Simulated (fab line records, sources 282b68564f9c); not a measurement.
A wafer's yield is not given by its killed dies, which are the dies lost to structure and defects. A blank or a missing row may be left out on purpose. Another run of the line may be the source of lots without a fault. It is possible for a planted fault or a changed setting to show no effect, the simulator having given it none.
fab line records | flow ritCmos
[record] lots = 14 wafers = 42 lastDay = 7
route steps=202 shown NRETRO@59 NLDD@109 PLDD@123 M1@202
lots that met no fault: taken from a fault-free run of the same line
startH: hours from the record's first day to the start of the lot's first wafer shown | waitH: hours since the lot's step before | " identical to the entry in the row above | L1.1+2: one row covering several wafers at once | - value missing, or start not given | * or withheld: withheld | < > ~ a bound
route shown NAME@n: NAME is a module with steps in the file, n the number in the route of the first one | usual: mean and standard deviation over wafers with no fault | same: alike in all rows | chamber/n: place in a boat | sites: each site's reading | _std_site: standard deviation of those values | _edge_site: outer sites' mean less inner sites' | radiusMm: for every site, how far away it sits from the centre of the wafer | mask NAME#n: copy n | behind: the last tool/chamber to shape the wafer | hold: why the lot went on hold/how many hours it stayed there/how the hold came to an end | device: the n, p or np transistor that did not switch | end of line: the same wafers' tests at the end of the route | a step with no rows: only its recipe | killed: not the wafer's yield, but the dies lost to structure and defects at the first sort | map: per-die view of a wafer (x killed, . not killed, _ where there is no die)
set.NAME: setting as actually run; set.NAME@STEP: the setting as run at that earlier step | model.NAME: the simulator's own value behind a step, which no gauge read
steps of the route over a sample of lots; a table a step, a row a wafer
services: a tool's chamber out of use, with start hour (startH, from the record's first day; less than 0 if before it), hours out, and reason
[[steps]]
[step RIT_NRETRO_OVL_MEAS_06]
[usual] NRETRO_OVL = -0.5/1.5
// columns lot.wafer tool chamber startH waitH NRETRO_OVL[nm]
L238.2 overlay-01 - 29.74 - 1.0
L238.3 " - " " 2.1
L238.4 " - " " 1.6
L240.1 overlay-02 - 39.86 - -2.2
L240.3 " - " " -1.9
L240.6 " - " " -2.7
L242.3 overlay-01 - 50.07 - 1.3
L242.4 " - " " 2.0
L242.6 " - " " 1.4
L243.2 overlay-02 - 54.17 - -0.8
L243.5 " - " " -1.9
L243.6 " - " " -2.3
L245.3 overlay-01 - 64.95 - -1.6
L245.4 " - " " -1.6
L245.5 " - " " -2.9
L246.2 overlay-01 - 70.11 - 0.4
L246.4 " - " " -0.1
L246.6 " - " " -0.5
L249.1 overlay-02 - 85.59 - 2.0
L249.3 " - " " 0.2
L249.6 " - " " 0.1
L251.1 overlay-02 - 94.15 - -2.9
L251.3 " - " " -1.8
L251.5 " - " " -0.9
L252.1 overlay-01 - 100.11 - -1.3
L252.3 " - " " 2.2
L252.6 " - " " 0.2
L254.1 overlay-01 - 110.28 - -0.2
L254.2 " - " " -3.1
L254.5 " - " " -1.9
L255.2 overlay-01 - 114.15 - 0.5
L255.3 " - " " 0.7
L255.5 " - " " 0.5
L259.1 overlay-02 - 134.07 - -0.8
L259.4 " - " " -2.1
L259.5 " - " " -1.7
L260.1 overlay-02 - 139.56 - -0.5
L260.4 " - " " -2.7
L260.5 " - " " -0.4
L261.3 overlay-02 - 144.02 - -1.4
L261.5 " - " " -1.1
L261.6 " - " " -3.3
[step RIT_NLDD_OVL_MEAS_06]
[usual] NLDD_OVL = -0.1/1.2
// columns lot.wafer tool chamber startH waitH NLDD_OVL[nm]
L238.2 overlay-01 - 42.09 - 1.4
L238.3 " - " " 0.2
L238.4 " - " " 1.5
L240.1 overlay-01 - 51.15 - -0.1
L240.3 " - " " -0.2
L240.6 " - " " -1.6
L242.3 overlay-02 - 62.82 - 0.0
L242.4 " - " " 1.5
L242.6 " - " " -1.8
L243.2 overlay-02 - 67.86 - 0.0
L243.5 " - " " -1.0
L243.6 " - " " -1.0
L245.3 overlay-02 - 77.62 - 1.6
L245.4 " - " " 2.3
L245.5 " - " " -0.2
L246.2 overlay-01 - 81.85 - -0.7
L246.4 " - " " 1.1
L246.6 " - " " 0.9
L249.1 overlay-01 - 99.42 - 2.2
L249.3 " - " " 1.8
L249.6 " - " " 2.6
L251.1 overlay-01 - 105.86 - 1.3
L251.3 " - " " 0.9
L251.5 " - " " 2.0
L252.1 overlay-02 - 112.38 - 1.0
L252.3 " - " " 0.4
L252.6 " - " " 2.6
L254.1 overlay-01 - 121.63 - -1.6
L254.2 " - " " -0.8
L254.5 " - " " -1.0
L255.2 overlay-01 - 126.11 - 0.6
L255.3 " - " " 0.8
L255.5 " - " " 0.2
L259.1 overlay-02 - 145.65 - -0.3
L259.4 " - " " 0.7
L259.5 " - " " 1.7
L260.1 overlay-02 - 152.23 - -0.7
L260.4 " - " " -0.2
L260.5 " - " " -0.2
L261.3 overlay-02 - 156.99 - -2.8
L261.5 " - " " -2.9
L261.6 " - " " -2.1
[step RIT_NLDD_IMPLANT_08]
[recipe] species = P energyKev = 20 doseCm2 = 5e+14 tiltDeg = 7
[usual] doseIonsCm2 = 5e+14/5.6e+11 faradayCurrentUA = 1572/28
// columns lot.wafer tool chamber startH waitH doseIonsCm2 faradayCurrentUA
L238.2 implanter-04 0 42.30 0.1 4.999e+14 1583
L238.3 " 0 " " 5.004e+14 1641
L238.4 " 0 " " 5.005e+14 1571
L240.1 implanter-02 0 51.33 0.1 5e+14 1589
L240.3 " 0 " " 5.001e+14 1562
L240.6 " 0 " " 5.002e+14 1532
L242.3 implanter-04 0 63.05 0.1 5.005e+14 1563
L242.4 " 0 " " 5.001e+14 1536
L242.6 " 0 " " 4.994e+14 1609
L243.2 implanter-02 0 68.07 0.1 4.999e+14 1562
L243.5 " 0 " " 4.995e+14 1546
L243.6 " 0 " " 5.006e+14 1555
L245.3 implanter-02 0 77.84 0.1 4.994e+14 1579
L245.4 " 0 " " 4.999e+14 1542
L245.5 " 0 " " 4.995e+14 1571
L246.2 implanter-04 0 82.06 0.1 4.997e+14 1602
L246.4 " 0 " " 5e+14 1591
L246.6 " 0 " " 4.999e+14 1552
L249.1 implanter-04 0 99.80 0.1 5.004e+14 1602
L249.3 " 0 " " 5.002e+14 1549
L249.6 " 0 " " 4.995e+14 1535
L251.1 implanter-01 0 106.04 0.1 5.001e+14 1562
L251.3 " 0 " " 4.991e+14 1559
L251.5 " 0 " " 5.013e+14 1583
L252.1 implanter-04 0 112.57 0.1 5.01e+14 1570
L252.3 " 0 " " 4.998e+14 1548
L252.6 " 0 " " 4.998e+14 1563
L254.1 implanter-02 0 121.81 0.1 5.002e+14 1656
L254.2 " 0 " " 4.999e+14 1625
L254.5 " 0 " " 4.996e+14 1575
L255.2 implanter-02 0 126.32 0.1 4.997e+14 1562
L255.3 " 0 " " 4.998e+14 1590
L255.5 " 0 " " 4.996e+14 1549
L259.1 implanter-02 0 145.84 0.1 4.506e+14 1451
L259.4 " 0 " " 4.503e+14 1397
L259.5 " 0 " " 4.502e+14 1477
L260.1 implanter-02 0 152.42 0.1 4.507e+14 1419
L260.4 " 0 " " 4.495e+14 1412
L260.5 " 0 " " 4.505e+14 1422
L261.3 implanter-01 0 157.21 0.1 5.004e+14 1572
L261.5 " 0 " " 5.002e+14 1546
L261.6 " 0 " " 4.998e+14 1569
[step RIT_PLDD_STRIP_09]
[recipe] chemistry = O2 timeS = 180 resist = NOVOLAK platenTempC = withheld powerW = 500 pressureMtorr = 4000 o2FlowSccm = 4000
[usual] drypumpMotorCurrentA = 5.7/0.32
// columns lot.wafer tool chamber startH waitH drypumpMotorCurrentA rfHoursCounterH
L238.2 plasmaAsher-02 1 43.84 0.1 5.9 27
L238.3 " 1 " " 5.9 -
L238.4 " 0 " " 5.3 -
L240.1 plasmaAsher-04 1 52.91 0.1 5.7 44
L240.3 " 1 " " 5.7 -
L240.6 " 0 " " 6.0 -
L242.3 plasmaAsher-02 0 64.63 0.1 5.3 -
L242.4 " 1 " " 5.9 -
L242.6 " 1 " " 5.9 -
L243.2 plasmaAsher-04 1 69.74 0.1 5.7 46
L243.5 " 0 " " 6.0 -
L243.6 " 1 " " 5.7 -
L245.3 plasmaAsher-04 0 79.55 0.1 6.0 -
L245.4 " 1 " " 5.6 -
L245.5 " 1 " " 5.7 -
L246.2 plasmaAsher-01 1 83.60 0.1 5.3 41
L246.4 " 1 " " 5.3 -
L246.6 " 1 " " 5.3 -
L249.1 plasmaAsher-02 1 101.48 0.1 5.9 33
L249.3 " 1 " " 5.9 -
L249.6 " 1 " " 5.9 -
L251.1 plasmaAsher-01 1 107.64 0.1 5.3 44
L251.3 " 0 " " 6.1 -
L251.5 " 0 " " 6.1 -
L252.1 plasmaAsher-02 1 114.28 0.1 5.9 34
L252.3 " 0 " " 5.3 -
L252.6 " 0 " " 5.3 -
L254.1 plasmaAsher-01 1 123.38 0.1 5.3 44
L254.2 " 0 " " 6.1 44
L254.5 " 1 " " 5.3 -
L255.2 plasmaAsher-02 0 127.93 0.1 5.3 37
L255.3 " 1 " " 5.9 -
L255.5 " 1 " " 5.9 -
L259.1 plasmaAsher-01 0 147.41 0.1 6.1 45
L259.4 " 0 " " 6.1 -
L259.5 " 0 " " 6.1 -
L260.1 plasmaAsher-01 1 154.11 0.1 5.3 46
L260.4 " 1 " " 5.3 -
L260.5 " 1 " " 5.3 -
L261.3 plasmaAsher-02 0 158.91 0.1 5.3 -
L261.5 " 0 " " 5.3 -
L261.6 " 1 " " 5.9 -
[step RIT_SDANNEAL_RS_MEAS_07]
[recipe] thkMeasGauge = four-point-probe
[usual] NLDD_RS = 151.6/0.43
// columns lot.wafer tool chamber startH waitH NLDD_RS[ohm/sq]
L238.2 filmMetro-01 - 51.32 0.1 151.7
L238.3 " - " " 151.6
L238.4 " - " " 150.9
L240.1 filmMetro-03 - 59.89 0.1 151.2
L240.3 " - " " 151.0
L240.6 " - " " 150.9
L242.3 filmMetro-04 - 72.20 0.1 152.2
L242.4 " - " " 152.0
L242.6 " - " " 152.1
L243.2 filmMetro-04 - 76.54 0.1 151.5
L243.5 " - " " 151.9
L243.6 " - " " 152.0
L245.3 filmMetro-04 - 85.94 0.1 152.6
L245.4 " - " " 152.7
L245.5 " - " " 152.1
L246.2 filmMetro-04 - 91.27 0.1 152.0
L246.4 " - " " 151.2
L246.6 " - " " 151.8
L249.1 filmMetro-04 - 108.21 0.1 151.6
L249.3 " - " " 151.7
L249.6 " - " " 151.6
L251.1 filmMetro-04 - 114.40 0.1 152.3
L251.3 " - " " 151.5
L251.5 " - " " 151.9
L252.1 filmMetro-04 - 120.77 0.1 151.4
L252.3 " - " " 151.6
L252.6 " - " " 151.9
L254.1 filmMetro-04 - 130.00 0.1 151.6
L254.2 " - " " 151.8
L254.5 " - " " 151.6
L255.2 filmMetro-01 - 134.64 0.1 151.5
L255.3 " - " " 152.2
L255.5 " - " " 152.2
L259.1 filmMetro-01 - 154.02 0.1 164.7
L259.4 " - " " 165.1
L259.5 " - " " 164.1
L260.1 filmMetro-04 - 160.78 0.1 164.3
L260.4 " - " " 165.1
L260.5 " - " " 164.7
L261.3 filmMetro-01 - 165.60 0.1 151.3
L261.5 " - " " 151.1
L261.6 " - " " 151.6
[step RIT_M1_PROBE_99]
[usual] killedAtContacts = 0.1/0.25 killedAtFrontEnd = 7/3.3 killedDies = 7/3.3 killedOpen = 3.6/2 killedShort = 3.6/2.1
[same] grossDies = 264 killed_at_M0_to_M3 = 0 killed_at_M4_up = 0 killedAtBackSide = 0 killedAtOther = 0
// columns lot.wafer tool chamber startH waitH killedAtContacts killedAtFrontEnd killedDies killedOpen killedShort
L238.2 prober-01 - 58.35 0.1 0 4 4 2 2
L238.3 prober-01 - 58.40 0.2 0 6 6 3 3
L238.4 prober-01 - 58.45 0.2 0 4 4 1 3
L240.1 prober-01 - 67.03 0.1 0 8 8 5 3
L240.3 prober-01 - 67.13 0.2 0 7 7 3 4
L240.6 prober-01 - 67.28 0.2 0 10 10 6 4
L242.3 prober-01 - 79.60 0.2 0 9 9 5 4
L242.4 prober-01 - 79.65 0.2 0 6 6 5 1
L242.6 prober-01 - 79.75 0.2 0 5 5 3 2
L243.2 prober-02 - 83.78 0.1 1 5 6 4 2
L243.5 prober-02 - 83.93 0.2 0 6 6 3 3
L243.6 prober-02 - 83.98 0.2 0 3 3 1 2
L245.3 prober-02 - 94.06 0.2 0 16 16 10 6
L245.4 prober-02 - 94.11 0.2 0 5 5 2 3
L245.5 prober-02 - 94.16 0.2 1 14 15 7 8
L246.2 prober-01 - 98.78 0.1 0 11 11 7 4
L246.4 prober-01 - 98.88 0.2 0 6 6 4 2
L246.6 prober-01 - 98.98 0.2 0 6 6 1 5
L249.1 prober-02 - 115.60 0.1 0 10 10 5 5
L249.3 prober-02 - 115.70 0.2 0 4 4 3 1
L249.6 prober-02 - 115.85 0.2 0 10 10 4 6
L251.1 prober-02 - 121.55 0.1 0 4 4 3 1
L251.3 prober-02 - 121.65 0.2 1 7 8 2 6
L251.5 prober-02 - 121.75 0.2 0 11 11 6 5
L252.1 prober-01 - 127.95 0.1 0 8 8 5 3
L252.3 prober-01 - 128.05 0.2 0 7 7 4 3
L252.6 prober-01 - 128.20 0.2 0 8 8 5 3
L254.1 prober-01 - 137.31 0.1 0 13 13 5 8
L254.2 prober-01 - 137.36 0.1 1 8 9 5 4
L254.5 prober-01 - 137.51 0.2 0 8 8 4 4
L255.2 prober-02 - 142.15 0.1 0 7 7 3 4
L255.3 prober-02 - 142.20 0.2 0 8 8 5 3
L255.5 prober-02 - 142.30 0.2 0 8 8 4 4
L259.1 prober-02 - 161.86 0.1 0 8 8 6 2
L259.4 prober-02 - 162.01 0.2 0 5 5 2 3
L259.5 prober-02 - 162.06 0.2 0 2 2 2 0
L260.1 prober-01 - 169.16 0.1 0 7 7 2 5
L260.4 prober-01 - 169.31 0.2 0 9 9 5 4
L260.5 prober-01 - 169.36 0.2 0 9 9 3 6
L261.3 prober-02 - 174.01 0.2 0 3 3 1 2
L261.5 prober-02 - 174.11 0.2 0 5 5 2 3
L261.6 prober-02 - 174.16 0.2 0 5 5 1 4
// killed by level:class
L238.2 GATE:geometricParticle:short=2 GATE:geometricParticle:open=1 SPACER:geometricParticle:open=1
L238.3 GATE:geometricParticle:open=2 FOX2:geometricParticle:short=1 FOX2:geometricParticle:open=1 GATE:geometricParticle:short=1 SILICIDE:geometricParticle:short=1
L238.4 FOX1:geometricParticle:short=1 GATE:geometricParticle:short=1 SILICIDE:geometricParticle:open=1 SILICIDE:geometricParticle:short=1
L240.1 GATE:geometricParticle:short=3 GATE:geometricParticle:open=2 FOX1:geometricParticle:open=1 REOX:geometricParticle:open=1 SILICIDE:geometricParticle:open=1
L240.3 GATE:geometricParticle:short=3 GATE:geometricParticle:open=2 REOX:geometricParticle:open=1 SILICIDE:geometricParticle:short=1
L240.6 FOX1:geometricParticle:open=2 FOX2:geometricParticle:open=2 GATE:geometricParticle:open=2 REOX:geometricParticle:short=2 FOX2:geometricParticle:short=1 GATE:geometricParticle:short=1
L242.3 GATE:geometricParticle:open=4 GATE:geometricParticle:short=4 REOX:geometricParticle:open=1
L242.4 SPACER:geometricParticle:open=2 GATE:geometricParticle:short=1 GATE:geometricParticle:open=1 REOX:geometricParticle:open=1 SILICIDE:geometricParticle:open=1
L242.6 GATE:geometricParticle:short=2 GATE:geometricParticle:open=1 SPACER:geometricParticle:open=1 SILICIDE:geometricParticle:open=1
L243.2 FOX2:geometricParticle:open=2 FOX1:geometricParticle:short=1 GATE:geometricParticle:short=1 GATE:geometricParticle:open=1 CONTACT:geometricParticle:open=1
L243.5 FOX2:geometricParticle:open=1 FOX2:geometricParticle:short=1 GATE:geometricParticle:open=1 REOX:geometricParticle:short=1 REOX:geometricParticle:open=1 SPACER:geometricParticle:short=1
L243.6 FOX1:geometricParticle:open=1 GATE:geometricParticle:short=1 SILICIDE:geometricParticle:short=1
L245.3 GATE:geometricParticle:open=3 REOX:geometricParticle:open=3 SILICIDE:geometricParticle:short=3 SILICIDE:geometricParticle:open=3 FOX1:geometricParticle:short=1 FOX2:geometricParticle:open=1 GATE:geometricParticle:short=1 SPACER:geometricParticle:short=1
L245.4 FOX1:geometricParticle:short=1 GATE:geometricParticle:open=1 REOX:geometricParticle:short=1 SPACER:geometricParticle:short=1 SPACER:geometricParticle:open=1
L245.5 SPACER:geometricParticle:short=3 FOX2:geometricParticle:open=2 GATE:geometricParticle:short=2 FOX1:geometricParticle:short=1 FOX1:geometricParticle:open=1 FOX2:geometricParticle:short=1 GATE:geometricParticle:open=1 REOX:geometricParticle:short=1
L246.2 GATE:geometricParticle:short=4 GATE:geometricParticle:open=3 SPACER:geometricParticle:open=2 SILICIDE:geometricParticle:open=2
L246.4 GATE:geometricParticle:open=2 SILICIDE:geometricParticle:open=2 GATE:geometricParticle:short=1 REOX:geometricParticle:short=1
L246.6 GATE:geometricParticle:short=3 SILICIDE:geometricParticle:short=2 GATE:geometricParticle:open=1
L249.1 FOX1:geometricParticle:short=2 FOX1:geometricParticle:open=2 SILICIDE:geometricParticle:open=2 GATE:geometricParticle:open=1 REOX:geometricParticle:short=1 SPACER:geometricParticle:short=1 SILICIDE:geometricParticle:short=1
L249.3 GATE:geometricParticle:open=2 GATE:geometricParticle:short=1 SPACER:geometricParticle:open=1
L249.6 SPACER:geometricParticle:short=3 GATE:geometricParticle:open=2 REOX:geometricParticle:open=2 ACTIVE:geometricParticle:short=1 FOX1:geometricParticle:short=1 GATE:geometricParticle:short=1
L251.1 FOX1:geometricParticle:open=1 FOX2:geometricParticle:short=1 GATE:geometricParticle:open=1 SILICIDE:geometricParticle:open=1
L251.3 GATE:geometricParticle:short=3 FOX1:geometricParticle:open=1 FOX1:geometricParticle:short=1 FOX2:geometricParticle:short=1 SILICIDE:geometricParticle:open=1 CONTACT:geometricParticle:short=1
L251.5 FOX1:geometricParticle:open=2 FOX1:geometricParticle:short=2 FOX2:geometricParticle:short=2 GATE:geometricParticle:open=2 GATE:geometricParticle:short=1 REOX:geometricParticle:open=1 SILICIDE:geometricParticle:open=1
L252.1 SILICIDE:geometricParticle:open=3 GATE:geometricParticle:short=2 GATE:geometricParticle:open=2 SPACER:geometricParticle:short=1
L252.3 GATE:geometricParticle:short=2 FOX1:geometricParticle:open=1 FOX2:geometricParticle:short=1 GATE:geometricParticle:open=1 REOX:geometricParticle:open=1 SPACER:geometricParticle:open=1
L252.6 GATE:geometricParticle:open=3 FOX1:geometricParticle:open=1 REOX:geometricParticle:short=1 SPACER:geometricParticle:short=1 SPACER:geometricParticle:open=1 SILICIDE:geometricParticle:short=1
L254.1 REOX:geometricParticle:short=3 FOX1:geometricParticle:short=2 GATE:geometricParticle:open=2 SILICIDE:geometricParticle:short=2 FOX1:geometricParticle:open=1 FOX2:geometricParticle:short=1 SPACER:geometricParticle:open=1 SILICIDE:geometricParticle:open=1
L254.2 GATE:geometricParticle:open=3 SPACER:geometricParticle:short=2 SPACER:geometricParticle:open=1 SILICIDE:geometricParticle:open=1 SILICIDE:geometricParticle:short=1 CONTACT:geometricParticle:short=1
L254.5 GATE:geometricParticle:open=3 GATE:geometricParticle:short=2 FOX1:geometricParticle:short=1 FOX2:geometricParticle:open=1 SPACER:geometricParticle:short=1
L255.2 FOX2:geometricParticle:short=2 FOX2:geometricParticle:open=1 GATE:geometricParticle:short=1 GATE:geometricParticle:open=1 REOX:geometricParticle:short=1 SILICIDE:geometricParticle:open=1
L255.3 FOX1:geometricParticle:open=2 SILICIDE:geometricParticle:open=2 GATE:geometricParticle:short=1 REOX:geometricParticle:short=1 SPACER:geometricParticle:open=1 SILICIDE:geometricParticle:short=1
L255.5 SILICIDE:geometricParticle:short=2 FOX1:geometricParticle:open=1 FOX2:geometricParticle:open=1 GATE:geometricParticle:short=1 SPACER:geometricParticle:short=1 SPACER:geometricParticle:open=1 SILICIDE:geometricParticle:open=1
L259.1 GATE:geometricParticle:open=2 REOX:geometricParticle:open=2 SPACER:geometricParticle:open=2 GATE:geometricParticle:short=1 SPACER:geometricParticle:short=1
L259.4 REOX:geometricParticle:short=2 FOX1:geometricParticle:open=1 SILICIDE:geometricParticle:open=1 SILICIDE:geometricParticle:short=1
L259.5 GATE:geometricParticle:open=1 REOX:geometricParticle:open=1
L260.1 GATE:geometricParticle:open=2 SPACER:geometricParticle:short=2 FOX1:geometricParticle:short=1 REOX:geometricParticle:short=1 SILICIDE:geometricParticle:short=1
L260.4 GATE:geometricParticle:open=3 REOX:geometricParticle:short=2 REOX:geometricParticle:open=1 SPACER:geometricParticle:open=1 SPACER:geometricParticle:short=1 SILICIDE:geometricParticle:short=1
L260.5 GATE:geometricParticle:short=2 SPACER:geometricParticle:short=2 FOX1:geometricParticle:open=1 FOX1:geometricParticle:short=1 GATE:geometricParticle:open=1 SILICIDE:geometricParticle:short=1 SILICIDE:geometricParticle:open=1
L261.3 FOX1:geometricParticle:short=1 REOX:geometricParticle:short=1 REOX:geometricParticle:open=1
L261.5 GATE:geometricParticle:short=2 REOX:geometricParticle:open=1 SILICIDE:geometricParticle:open=1 SILICIDE:geometricParticle:short=1
L261.6 FOX1:geometricParticle:open=1 GATE:geometricParticle:short=1 REOX:geometricParticle:short=1 SPACER:geometricParticle:short=1 SILICIDE:geometricParticle:short=1
[[services]]
// columns tool chamber startH hours kind
implanter-04 - 55.40 3.4 repair
implanter-01 - 74.06 6.7 pm
implanter-02 - 89.50 4.2 repair
implanter-02 - 95.65 1.6 repair
implanter-02 - 104.03 2.6 repair
plasmaAsher-04 - 108.75 9.0 pm
plasmaAsher-04 0 108.75 9.0 ventCycle
plasmaAsher-04 1 108.75 9.0 ventCycle
plasmaAsher-01 - 111.34 10.6 repair
plasmaAsher-04 0 117.75 - clean
plasmaAsher-04 1 117.75 - clean
plasmaAsher-01 - 123.88 14.6 pm
implanter-04 - 125.25 3.1 repair
implanter-02 - 143.31 2.5 repair
implanter-02 - 156.85 1.2 pm
[[key]]
[firstSign] step = RIT_NLDD_IMPLANT_08 reading = doseIonsCm2 direction = down sigmas = 89 usual = 5e+14 struck = 4.503e+14
[effect] step = RIT_NLDD_IMPLANT_08 reading = faradayCurrentUA direction = down sigmas = 5.1 usual = 1572 struck = 1430
[effect] step = RIT_SDANNEAL_RS_MEAS_07 reading = NLDD_RS direction = up sigmas = 30 usual = 151.6 struck = 164.7
metAt RIT_NLDD_IMPLANT_08
struckLots L259,L260
testerLeftOut L259,L260
notActingAt RIT_NRETRO_OVL_MEAS_06,RIT_NLDD_OVL_MEAS_06,RIT_PLDD_STRIP_09
onsetBetween 126.32 145.84
[fault] kind = processParameterDrift tool = implanter-02 chamber = - onsetH = 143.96 steps = RIT_NLDD_IMPLANT_08 channel = doseCm2 offset = -4.9606e+13 shape = step endH = 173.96 actsIn = theseRecipesOnly stated = 5e+14
// testerLeftOut: of these lots the tester's yield and bins aren't shown, on N5 and GAA mostly nor the transistor test; their killed dies are dies lost to structure and defects alone, not to doping, threshold or leakage, so they don't give the yield
